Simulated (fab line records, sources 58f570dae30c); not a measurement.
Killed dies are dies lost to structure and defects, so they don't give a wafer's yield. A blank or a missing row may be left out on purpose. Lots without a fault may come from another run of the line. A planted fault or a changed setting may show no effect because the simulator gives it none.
fab line records | flow berkeley_cmos170
record lots=5 wafers=23
route steps=331 shown SPACER@171 NSD@191 SILICIDE@211 CONTACT@217
start_h: hours from the record's first day to the start of the lot's first wafer shown | wait_h: hours since the lot's step before | " the same as in the row above | L1.1+2: a row that stands for several wafers | - no value, or no start given | * or withheld: withheld | < > ~ a bound
route shown NAME@n: a module of which the file shows steps, and the number in the route of the first | usual: mean/standard deviation of fault-free wafers | same: alike in all rows | chamber/n: place in a boat | sites: the reading at each site | _std_site: their standard deviation | _edge_site: outer sites' mean less inner sites' | radius_mm: how far each site lies from the wafer's centre | mask NAME#n: copy n | behind: the tool/chamber that last shaped the wafer | hold: why the lot was held/for how many hours/how that ended | device: the transistor (n, p or np) that didn't switch | end of line: the same wafers' tests at the end of the route | a step without rows: its recipe alone | killed: dies lost to structure and defects at the first sort, not the wafer's yield | map: a wafer's dies, x killed, . not, _ none there
set.NAME: the setting as run; set.NAME@STEP: as run at that earlier step | model.NAME: the simulator's own value behind a step, which no gauge read
lots whose settings were changed on purpose; a table a step, a row a wafer
## steps
# step UCB170_SPACER_CVD_00
# recipe material=SiO2 target_thk_nm=376 temp_c=390 precursor=TEOS/O2 time_s=47 rf_w=550 pressure_mtorr=9000
# columns lot.wafer tool chamber start_h wait_h set.time_s model.SiO2_of_SPACER_CVD_00.thk_nm
L074.1 pecvd-04 2 147.98 0.0 41.95 329.8
L074.2 " 0 " " 47 371.7
L074.3 " 1 " " 47 375.7
L074.5 " 2 " " 47 378.6
L074.6 " 0 " " 41.95 336.2
L078.1 pecvd-01 2 172.24 0.0 41.51 328.2
L078.2 " 0 " " 41.51 324.6
L078.4 " 1 " " 47 375.6
L078.5 " 2 " " 47 375.9
L078.6 " 0 " " 41.51 329
L077.1 pecvd-03 2 172.36 0.0 47 377.4
L077.2 " 0 " " 47 371.5
L077.3 " 1 " " 52.32 414.1
L077.4 " 0 " " 52.32 421.2
L077.5 " 1 " " 47 378.7
L080.2 pecvd-04 0 188.09 0.0 47 371.6
L080.3 " 2 " " 49.94 397
L080.4 " 2 " " 49.94 405
L080.5 " 0 " " 49.94 399.9
L080.6 " 1 " " 47 379.9
L084.2 pecvd-03 0 208.88 0.0 47 368.2
L084.4 " 0 " " 47 376.6
L084.5 " 1 " " 47 378.3
# step UCB170_SPACER_THK_MEAS_01
# recipe reads=SiO2_of_SPACER_CVD_00
# usual SPACER_TEOS_THK=376/4.5
# columns lot.wafer tool chamber start_h wait_h set.time_s@SPACER_CVD_00 SPACER_TEOS_THK[nm]
L074.1 film_metro-01 - 148.02 0.0 41.95 330
L074.2 " - " " 47 372
L074.3 " - " " 47 376
L074.5 " - " " 47 379
L074.6 " - " " 41.95 336
L078.1 film_metro-01 - 172.28 0.0 41.51 329
L078.2 " - " " 41.51 325
L078.4 " - " " 47 375
L078.5 " - " " 47 376
L078.6 " - " " 41.51 329
L077.1 film_metro-03 - 172.40 0.0 47 377
L077.2 " - " " 47 372
L077.3 " - " " 52.32 414
L077.4 " - " " 52.32 421
L077.5 " - " " 47 379
L080.2 film_metro-02 - 188.14 0.0 47 372
L080.3 " - " " 49.94 397
L080.4 " - " " 49.94 405
L080.5 " - " " 49.94 400
L080.6 " - " " 47 380
L084.2 film_metro-01 - 208.93 0.0 47 368
L084.4 " - " " 47 376
L084.5 " - " " 47 378
# step UCB170_SPACER_ANNEAL_02
# recipe temp_c=900 time_s=1800 ambient=N2
# step UCB170_SPACER_ETCHBACK_03
# recipe stop_on=Si target=SiO2 chemistry=CHF3/CF4/Ar CHF3_flow_sccm=50 cf4_flow_sccm=10 Ar_flow_sccm=120 pressure_mtorr=200 rf_w=500 target_depth_a=3760 time_s=100
# usual oes_product_au=0.902/0.012
# columns lot.wafer tool chamber start_h wait_h set.time_s@SPACER_CVD_00 oes_product_au model.etch.depth_nm
L074.1 rie_diel-03 3 154.82 0.0 41.95 0.837 329.8
L074.2 " 2 " " 47 0.902 -
L074.3 " 1 " " 47 0.913 -
L074.5 " 3 " " 47 0.917 378.6
L074.6 " 1 " " 41.95 0.844 -
L077.1 rie_diel-02 2 178.72 0.0 47 0.903 377.4
L077.2 " 0 " " 47 0.891 -
L077.3 " 1 " " 52.32 0.966 414.1
L077.4 " 3 " " 52.32 0.959 -
L077.5 " 3 " " 47 0.890 -
L078.1 rie_diel-04 0 178.72 0.0 41.51 0.826 -
L078.2 " 1 " " 41.51 0.815 324.6
L078.4 " 3 " " 47 0.894 375.6
L078.5 " 1 " " 47 0.896 -
L078.6 " 2 " " 41.51 0.827 329
L080.2 rie_diel-02 2 195.84 0.0 47 0.891 371.6
L080.3 " 0 " " 49.94 0.934 -
L080.4 " 3 " " 49.94 0.933 -
L080.5 " 0 " " 49.94 0.946 399.9
L080.6 " 1 " " 47 0.896 -
L084.2 rie_diel-03 0 215.41 0.0 47 0.885 368.2
L084.4 " 3 " " 47 0.920 376.6
L084.5 " 3 " " 47 0.917 378.3
# step UCB170_NSD_PEB_04
# recipe peb_temp_c=130 peb_time_s=withheld resist=KrF
# columns lot.wafer tool chamber start_h wait_h set.peb_temp_c
L074.1+2+3+5+6 litho_track-03 0 158.01 0.2 130
L077.1+3+5 litho_track-02 0 182.52 0.8 132.6
L077.2+4 " 0 " " 130
L078.1+2+4+5+6 litho_track-03 0 182.73 0.9 130
L080.2+3 litho_track-03 0 200.29 0.4 130
L080.4+5+6 " 0 " " 127.7
L084.2+4+5 litho_track-02 0 219.62 0.7 130
# step UCB170_NSD_DEVELOP_05
# recipe developer=TMAH develop_time_s=45 resist=KrF dev_temp_c=21
# step UCB170_NSD_CD_MEAS_06
# recipe target_cd_nm=1200
# usual cd_nm=1200.3/1.5
# columns lot.wafer tool chamber start_h wait_h set.peb_temp_c@NSD_PEB_04 cd_nm
L074.1 cd_sem-01 - 158.28 - 130 1201.4
L074.2 " - " " 130 1201.7
L074.3 " - " " 130 1202.3
L074.5 " - " " 130 1200.8
L074.6 " - " " 130 1202.4
L077.1 cd_sem-02 - 182.79 - 132.6 1217.8
L077.2 " - " " 130 1201.1
L077.3 " - " " 132.6 1216.7
L077.4 " - " " 130 1201.4
L077.5 " - " " 132.6 1217.2
L078.1 cd_sem-01 - 183.00 - 130 1199.7
L078.2 " - " " 130 1200.1
L078.4 " - " " 130 1198.7
L078.5 " - " " 130 1200.4
L078.6 " - " " 130 1198.5
L080.2 cd_sem-01 - 200.56 - 130 1200.8
L080.3 " - " " 130 1201.4
L080.4 " - " " 127.7 1183.0
L080.5 " - " " 127.7 1182.6
L080.6 " - " " 127.7 1183.5
L084.2 cd_sem-02 - 219.89 - 130 1198.4
L084.4 " - " " 130 1198.4
L084.5 " - " " 130 1198.5
# step UCB170_SILICIDE_SPUTTER_01
# recipe material=Ti target_thk_nm=30 time_s=25 power_w=1500 chamber_pressure_pa=0.5
# columns lot.wafer tool chamber start_h wait_h set.time_s model.Ti_of_SILICIDE_SPUTTER_01.thk_nm
L074.1 pvd_sputter-02 - 160.80 0.0 28.53 34.45
L074.2 " - " " 25 30.33
L074.3 " - " " 28.53 34.07
L074.5 " - " " 25 29.83
L074.6 " - " " 28.53 34.23
L077.1 pvd_sputter-01 - 185.38 0.0 25 30.05
L077.2 " - " " 25 29.71
L077.3 " - " " 25 29.8
L077.4 " - " " 25 30.06
L077.5 " - " " 25 30.22
L078.1 pvd_sputter-03 - 185.53 0.0 25 29.58
L078.2 " - " " 25 30.1
L078.4 " - " " 25 29.76
L078.5 " - " " 25 29.64
L078.6 " - " " 25 30.04
L080.2 pvd_sputter-03 - 202.61 0.0 23.86 27.93
L080.3 " - " " 25 29.83
L080.4 " - " " 23.86 28.17
L080.5 " - " " 25 29.84
L080.6 " - " " 23.86 28.28
L084.2 pvd_sputter-03 - 222.36 0.0 25 29.95
L084.4 " - " " 25 30.14
L084.5 " - " " 25 30.25
# step UCB170_SILICIDE_RS_MEAS_02
# recipe thk_meas_gauge=four-point-probe reads=Ti_of_SILICIDE_SPUTTER_01
# usual SILICIDE_TI_RS=26.15/0.25
# columns lot.wafer tool chamber start_h wait_h set.time_s@SILICIDE_SPUTTER_01 SILICIDE_TI_RS[ohm/sq]
L074.1 film_metro-01 - 160.83 0.0 28.53 22.27
L074.2 " - " " 25 25.80
L074.3 " - " " 28.53 22.53
L074.5 " - " " 25 26.31
L074.6 " - " " 28.53 22.34
L077.1 film_metro-01 - 185.41 0.0 25 26.05
L077.2 " - " " 25 26.45
L077.3 " - " " 25 26.26
L077.4 " - " " 25 26.06
L077.5 " - " " 25 25.83
L078.1 film_metro-04 - 185.56 0.0 25 26.58
L078.2 " - " " 25 26.03
L078.4 " - " " 25 26.39
L078.5 " - " " 25 26.51
L078.6 " - " " 25 26.11
L080.2 film_metro-01 - 202.66 0.0 23.86 28.34
L080.3 " - " " 25 26.30
L080.4 " - " " 23.86 28.07
L080.5 " - " " 25 26.27
L080.6 " - " " 23.86 27.98
L084.2 film_metro-04 - 222.41 0.0 25 26.18
L084.4 " - " " 25 26.07
L084.5 " - " " 25 25.91
# step UCB170_SILICIDE_THK_MEAS_03
# recipe thk_meas_gauge=xrf reads=Ti_of_SILICIDE_SPUTTER_01
# usual SILICIDE_TI_THK=30.26/0.28
# columns lot.wafer tool chamber start_h wait_h set.time_s@SILICIDE_SPUTTER_01 SILICIDE_TI_THK[nm]
L074.1 film_metro-01 - 160.95 0.1 28.53 35.02
L074.2 " - " " 25 30.84
L074.3 " - " " 28.53 34.49
L074.5 " - " " 25 30.37
L074.6 " - " " 28.53 34.78
L077.1 film_metro-01 - 185.53 0.1 25 30.32
L077.2 " - " " 25 30.04
L077.3 " - " " 25 30.12
L077.4 " - " " 25 30.36
L077.5 " - " " 25 30.75
L078.1 film_metro-04 - 185.68 0.1 25 29.77
L078.2 " - " " 25 30.22
L078.4 " - " " 25 29.68
L078.5 " - " " 25 29.78
L078.6 " - " " 25 30.03
L080.2 film_metro-01 - 202.77 0.1 23.86 28.29
L080.3 " - " " 25 30.30
L080.4 " - " " 23.86 28.65
L080.5 " - " " 25 30.22
L080.6 " - " " 23.86 28.73
L084.2 film_metro-04 - 222.52 0.1 25 30.00
L084.4 " - " " 25 30.26
L084.5 " - " " 25 30.31
# step UCB170_CONTACT_CVD_01
# recipe material=PSG target_thk_nm=700 temp_c=450 precursor=SiH4/O2/PH3 time_s=2820 pressure_mtorr=300 sih4_flow_sccm=60 o2_flow_sccm=90 ph3_flow_sccm=25
# columns lot.wafer tool chamber start_h wait_h set.time_s model.PSG_of_CONTACT_CVD_01.thk_nm
L074.1 - - - 0.6 3166 789.6
L074.2 " - " " 3166 790.3
L074.3 " - " " 3166 792
L074.5 " - " " 3166 794.3
L074.6 " - " " 3166 792.9
L077.1 - - - 0.0 3155 782.3
L077.2 " - " " 3155 785.8
L077.3 " - " " 3155 780.1
L077.4 " - " " 3155 781
L077.5 " - " " 3155 786.5
L078.1 - - - 0.4 2820 706.4
L078.2 " - " " 2820 707.5
L078.4 " - " " 2820 707.9
L078.5 " - " " 2820 711.6
L078.6 " - " " 2820 708.8
L080.2 - - - 0.5 3051 745.8
L080.3 " - " " 3051 751.6
L080.4 " - " " 3051 758.8
L080.5 " - " " 3051 754.6
L080.6 " - " " 3051 750
L084.2 lpcvd-01 0 222.87 0.0 2820 705.3
L084.4 " 0 " " 2820 705.9
L084.5 " 0 " " 2820 704.4
# step UCB170_CONTACT_THK_MEAS_02
# recipe reads=PSG_of_CONTACT_CVD_01
# usual CONTACT_PSG_THK=700/5.5
# columns lot.wafer tool chamber start_h wait_h set.time_s@CONTACT_CVD_01 CONTACT_PSG_THK[nm]
L074.1 film_metro-04 - - - 3166 789
L074.2 " - " " 3166 790
L074.3 " - " " 3166 791
L074.5 " - " " 3166 794
L074.6 " - " " 3166 793
L077.1 film_metro-02 - - - 3155 783
L077.2 " - " " 3155 786
L077.3 " - " " 3155 780
L077.4 " - " " 3155 780
L077.5 " - " " 3155 786
L078.1 film_metro-01 - - - 2820 706
L078.2 " - " " 2820 707
L078.4 " - " " 2820 708
L078.5 " - " " 2820 712
L078.6 " - " " 2820 709
L080.2 film_metro-04 - - - 3051 745
L080.3 " - " " 3051 752
L080.4 " - " " 3051 759
L080.5 " - " " 3051 754
L080.6 " - " " 3051 749
L084.2 film_metro-04 - 224.66 0.0 2820 705
L084.4 " - " " 2820 706
L084.5 " - " " 2820 705
# step UCB170_CONTACT_EXPOSE_12
# recipe mask_id=CONT target_cd_nm=700 na=0.5 sigma_outer=0.6 source_shape=conventional dose_mj=35
# columns lot.wafer tool chamber start_h wait_h mask set.dose_mj
L074.1+2+5 krf_scanner-01 0 165.68 - CONT#0 35
L074.3+6 " 0 " " CONT#0 34.25
L077.1+4 krf_scanner-01 0 189.09 - CONT#0 35
L077.2+3+5 " 0 " " CONT#0 36.78
L078.1+4+5 krf_scanner-02 0 189.59 - CONT#0 33.99
L078.2+6 " 0 " " CONT#0 35
L080.2+3+4+5+6 krf_scanner-02 0 207.55 - CONT#0 35
L084.2+4+5 krf_scanner-02 0 226.08 - CONT#0 35
# step UCB170_CONTACT_PEB_13
# recipe peb_temp_c=130 peb_time_s=withheld resist=KrF
# step UCB170_CONTACT_DEVELOP_14
# recipe developer=TMAH develop_time_s=45 resist=KrF dev_temp_c=21
# step UCB170_CONTACT_CD_MEAS_15
# recipe target_cd_nm=700
# usual cd_nm=699.7/1.7
# columns lot.wafer tool chamber start_h wait_h set.dose_mj@CONTACT_EXPOSE_12 cd_nm
L074.1 cd_sem-01 - 166.07 - 35 699.3
L074.2 " - " " 35 699.6
L074.3 " - " " 34.25 696.4
L074.5 " - " " 35 699.4
L074.6 " - " " 34.25 695.1
L077.1 cd_sem-01 - 189.48 - 35 700.9
L077.2 " - " " 36.78 709.3
L077.3 " - " " 36.78 708.7
L077.4 " - " " 35 701.5
L077.5 " - " " 36.78 708.7
L078.1 cd_sem-01 - 189.99 - 33.99 692.6
L078.2 " - " " 35 697.6
L078.4 " - " " 33.99 692.4
L078.5 " - " " 33.99 692.5
L078.6 " - " " 35 696.7
L080.2 cd_sem-02 - 207.99 - 35 698.7
L080.3 " - " " 35 697.2
L080.4 " - " " 35 697.6
L080.5 " - " " 35 700.8
L080.6 " - " " 35 699.2
L084.2 cd_sem-02 - 226.47 - 35 698.4
L084.4 " - " " 35 698.6
L084.5 " - " " 35 699.0
# step UCB170_CONTACT_ETCH_17
# recipe chemistry=N2/H2 target_depth_a=withheld overetch_a=withheld target=BARC time_s=withheld source_w=500 bias_w=100 pressure_mtorr=30 n2_flow_sccm=100 h2_flow_sccm=200
# columns lot.wafer tool chamber start_h wait_h set.dose_mj@CONTACT_EXPOSE_12 model.CONTACT.cd_nm
L074.1 rie_diel-01 0 166.22 0.0 35 699
L074.2 " 1 " " 35 698.9
L074.3 " 2 " " 34.25 696.2
L074.5 " 3 " " 35 699.3
L074.6 " 2 " " 34.25 694.7
L077.1 rie_diel-04 1 189.64 0.0 35 700.1
L077.2 " 2 " " 36.78 709.3
L077.3 " 0 " " 36.78 708.5
L077.4 " 3 " " 35 701.4
L077.5 " 1 " " 36.78 707.9
L078.1 rie_diel-01 1 190.14 0.0 33.99 692
L078.2 " 3 " " 35 697.2
L078.4 " 0 " " 33.99 691.7
L078.5 " 3 " " 33.99 -
L078.6 " 0 " " 35 696.3
L080.2 rie_diel-01 3 208.12 0.0 35 698.8
L080.3 " 0 " " 35 696.8
L080.4 " 1 " " 35 696.5
L080.5 " 0 " " 35 700.5
L080.6 " 1 " " 35 698
L084.2+5 rie_diel-02 2,3 226.61 0.0 35 698.8
L084.4 " 0 " " 35 698.2
# step UCB170_CONTACT_ETCH_18
# recipe chemistry=CHF3/CF4/Ar target=PSG stop_on=TiSi2 CHF3_flow_sccm=45 cf4_flow_sccm=15 Ar_flow_sccm=150 pressure_mtorr=200 rf_w=700 target_depth_a=8400 over_etch_frac=0.2 time_s=195
# columns lot.wafer tool chamber start_h wait_h set.time_s@CONTACT_CVD_01 model.CONTACT.feature_depth_nm model.etch.depth_nm
L074.1 rie_diel-01 0 - - 3166 789.6 789.6
L074.2 " 1 " " 3166 790.3 -
L074.3 " 2 " " 3166 792 -
L074.5 " 3 " " 3166 794.3 794.3
L074.6 " 2 " " 3166 792.9 -
L077.1 rie_diel-04 1 - - 3155 782.3 782.3
L077.2 " 2 " " 3155 785.8 -
L077.3 " 0 " " 3155 780.1 780.1
L077.4 " 3 " " 3155 781 -
L077.5 " 1 " " 3155 786.5 -
L078.1 rie_diel-01 1 - - 2820 706.4 -
L078.2 " 3 " " 2820 707.5 707.5
L078.4 " 0 " " 2820 707.9 707.9
L078.5 " 3 " " 2820 711.6 -
L078.6 " 0 " " 2820 708.8 708.8
L080.2 rie_diel-01 3 - - 3051 745.8 745.8
L080.3 " 0 " " 3051 751.6 -
L080.4 " 1 " " 3051 758.8 -
L080.5 " 0 " " 3051 754.6 754.6
L080.6 " 1 " " 3051 750 -
L084.2 rie_diel-02 2 - - 2820 705.3 705.3
L084.4 " 0 " " 2820 705.9 705.9
L084.5 " 3 " " 2820 704.4 704.4
# step UCB170_CONTACT_STRIP_19
# recipe chemistry=O2 power_w=400 pressure_mtorr=3500 platen_temp_c=withheld o2_flow_sccm=400 overash_fraction=0.5
# step UCB170_CONTACT_CD_MEAS_90
# recipe target_cd_nm=700
# usual cd_nm=699.5/1.7
# columns lot.wafer tool chamber start_h wait_h set.dose_mj@CONTACT_EXPOSE_12 cd_nm
L074.1 cd_sem-02 - 166.49 0.1 35 699.0
L074.2 " - " " 35 698.2
L074.3 " - " " 34.25 696.6
L074.5 " - " " 35 699.2
L074.6 " - " " 34.25 695.1
L077.1 cd_sem-02 - 189.90 0.1 35 699.6
L077.2 " - " " 36.78 709.0
L077.3 " - " " 36.78 708.3
L077.4 " - " " 35 701.3
L077.5 " - " " 36.78 707.9
L078.1 cd_sem-01 - 190.41 0.1 33.99 692.2
L078.2 " - " " 35 697.3
L078.4 " - " " 33.99 691.5
L078.5 " - " " 33.99 692.3
L078.6 " - " " 35 696.1
L080.2 cd_sem-02 - 208.41 0.1 35 698.8
L080.3 " - " " 35 696.5
L080.4 " - " " 35 696.0
L080.5 " - " " 35 700.4
L080.6 " - " " 35 698.2
L084.2 cd_sem-02 - 226.89 0.1 35 699.1
L084.4 " - " " 35 698.1
L084.5 " - " " 35 698.8
## key
split step=UCB170_SPACER_CVD_00 setting=time_s stated=47 by=wafer
response step=UCB170_SPACER_CVD_00 reading=model.SiO2_of_SPACER_CVD_00.thk_nm change=+3.94 per=1% r=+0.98
response step=UCB170_SPACER_THK_MEAS_01 reading=SPACER_TEOS_THK change=+3.94 per=1% r=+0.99
response step=UCB170_SPACER_ETCHBACK_03 reading=oes_product_au change=+0.00631 per=1% r=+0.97
response step=UCB170_SPACER_ETCHBACK_03 reading=model.etch.depth_nm change=+4.04 per=1% r=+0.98
split step=UCB170_NSD_PEB_04 setting=peb_temp_c stated=130 by=wafer
response step=UCB170_NSD_CD_MEAS_06 reading=cd_nm change=+8.96 per=1% r=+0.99
split step=UCB170_SILICIDE_SPUTTER_01 setting=time_s stated=25 by=wafer
response step=UCB170_SILICIDE_SPUTTER_01 reading=model.Ti_of_SILICIDE_SPUTTER_01.thk_nm change=+0.303 per=1% r=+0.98
response step=UCB170_SILICIDE_RS_MEAS_02 reading=SILICIDE_TI_RS change=-0.274 per=1% r=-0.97
response step=UCB170_SILICIDE_THK_MEAS_03 reading=SILICIDE_TI_THK change=+0.302 per=1% r=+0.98
split step=UCB170_CONTACT_CVD_01 setting=time_s stated=2820 by=lot
response step=UCB170_CONTACT_CVD_01 reading=model.PSG_of_CONTACT_CVD_01.thk_nm change=+6.57 per=1% r=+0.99
response step=UCB170_CONTACT_THK_MEAS_02 reading=CONTACT_PSG_THK change=+6.56 per=1% r=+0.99
response step=UCB170_CONTACT_ETCH_18 reading=model.CONTACT.feature_depth_nm change=+6.57 per=1% r=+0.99
response step=UCB170_CONTACT_ETCH_18 reading=model.etch.depth_nm change=+6.47 per=1% r=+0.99
split step=UCB170_CONTACT_EXPOSE_12 setting=dose_mj stated=35 by=wafer
response step=UCB170_CONTACT_CD_MEAS_15 reading=cd_nm change=+1.57 per=1% r=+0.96
response step=UCB170_CONTACT_ETCH_17 reading=model.CONTACT.cd_nm change=+1.59 per=1% r=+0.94
response step=UCB170_CONTACT_CD_MEAS_90 reading=cd_nm change=+1.55 per=1% r=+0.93
